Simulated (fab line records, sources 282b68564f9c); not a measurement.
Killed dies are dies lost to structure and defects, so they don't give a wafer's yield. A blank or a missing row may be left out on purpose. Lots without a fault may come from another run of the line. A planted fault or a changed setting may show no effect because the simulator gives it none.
A struck lot beside a sound one | flow rit_cmos | 17 steps out of a route of 202
Sound: wafers L342.1, L342.5, L342.6. Struck: wafers L334.2, L334.5, L334.6. The cause comes at the end.
At each step with rows: each side's tool, then ch and its chambers, then its first start. Under that, the readings that differ: sound wafers | struck wafers | difference of the means | sigmas: that difference in standard deviations of wafers without a fault.
alike: readings whose means differ by less than 2 such deviations, and words and numbers that are the same on both sides. not compared: withheld readings, readings that some wafer has no value for, bounds like >300 that may hide the same value, and numbers for which the record gives no deviation and whose values overlap.
The two part at a step that has a row with sigmas, a row that says differs or no value, or rows on one side only. Numbers that don't overlap but have no deviation are shown without sigmas and don't part them. A reading that every wafer of one side lacks parts them only if that side has two wafers or more.

RIT_SILICIDE_RTA_06: time 10.37 s, ramp up 5 s, ramp down 10 s.
  sound on rtp_anneal-02 ch 0, day 7 09:32; struck on rtp_anneal-02 ch 0, day 5 16:34
  alike: chamber_o2_ppm, wafer_temp_C_max
RIT_CONTACT_CVD_00: deposits SiO2 from TEOS, target thk 400 nm, time 61 s.
  sound on pecvd-02 ch 0,1,2, day 7 09:37; struck on pecvd-01 ch 0,1,2, day 5 16:37
  alike: heater_power_w
  not compared: since_wet_clean_h
RIT_CONTACT_THK_MEAS_01:
  sound on film_metro-03, day 7 09:40; struck on film_metro-04, day 5 16:41
  alike: CONTACT_TEOS_THK
then, 6 steps without rows for these wafers: RIT_CONTACT_HMDS_02 (prime time 60 s); RIT_CONTACT_COAT_03 (resist thk 1000 nm); RIT_CONTACT_SOFTBAKE_04 (time 60 s); RIT_CONTACT_EXPOSE_05 (exposes mask M11, target cd 1000 nm); RIT_CONTACT_PEB_06; RIT_CONTACT_DEVELOP_07 (develop time 120 s).
RIT_CONTACT_CD_MEAS_08: target cd 1000 nm.
  sound on cd_sem-02, day 7 10:44; struck on cd_sem-02, day 5 18:04
  reading    | sound                | struck            | difference | sigmas
  cd_nm (nm) | 1002.4 1003.7 1002.2 | 998.1 997.4 997.1 | -5.2       | -3
RIT_CONTACT_OVL_MEAS_09:
  sound on overlay-01, day 7 10:51; struck on overlay-02, day 5 18:11
  alike: CONTACT_OVL
then, 1 step without rows for these wafers: RIT_CONTACT_HARDBAKE_10 (time 60 s).
RIT_CONTACT_ETCH_11: etches SiO2 in CHF3/CF4/Ar, stops on TiSi2, target depth 480 nm, time 320 s.
  sound on rie_diel-01 ch 0,3, day 7 11:02; struck on rie_diel-02 ch 0,2,3, day 5 18:22
  no value came back on the struck wafers for any of 7 readings (CHF3_flow_sccm (sccm), O2_flow_sccm (sccm) and others); on the sound wafers CHF3_flow_sccm (sccm) reads 50.13 50.20 49.92
  reading                                      | sound             | struck          | difference | sigmas
  model.NOVOLAK_of_CONTACT_COAT_03.thk_nm (nm) | 768.3 767.7 770.9 | 882.3 885 885.5 | +115.3     |
  not compared: rf_hours_counter_h
RIT_CONTACT_STRIP_12: strips in O2, time 180 s.
  sound on plasma_asher-02 ch 0,1, day 7 11:14; struck on plasma_asher-03 ch 0,1, day 5 18:33
  alike: drypump_motor_current_A
  not compared: rf_hours_counter_h
RIT_CONTACT_CD_MEAS_90: target cd 1000 nm.
  sound on cd_sem-01, day 7 11:24; struck on cd_sem-02, day 5 18:45
  reading    | sound                | struck | difference                    | sigmas
  cd_nm (nm) | 1002.6 1003.7 1002.1 | - - -  | no value on the struck wafers |
then, 1 step without rows for these wafers: RIT_CONTACT_CLEAN_13 (cleans in SC1, time 600 s).
RIT_M1_PROBE_99:
  sound on prober-02, day 7 16:13; struck on prober-01, day 5 23:23
  reading            | sound | struck      | difference | sigmas
  killed_at_contacts | 1 0 0 | 261 260 260 | +260       | +99 or more
  killed_dies        | 9 9 6 | 264 264 264 | +256       | +88
  killed_on_rim      | 3 1 3 | 70 70 70    | +68        | +52
  alike: killed_at_front_end, killed_open, killed_short

WHERE THEY PART
First at RIT_CONTACT_CD_MEAS_08; last, within this record, at RIT_M1_PROBE_99.

WHY: what the simulator had put in
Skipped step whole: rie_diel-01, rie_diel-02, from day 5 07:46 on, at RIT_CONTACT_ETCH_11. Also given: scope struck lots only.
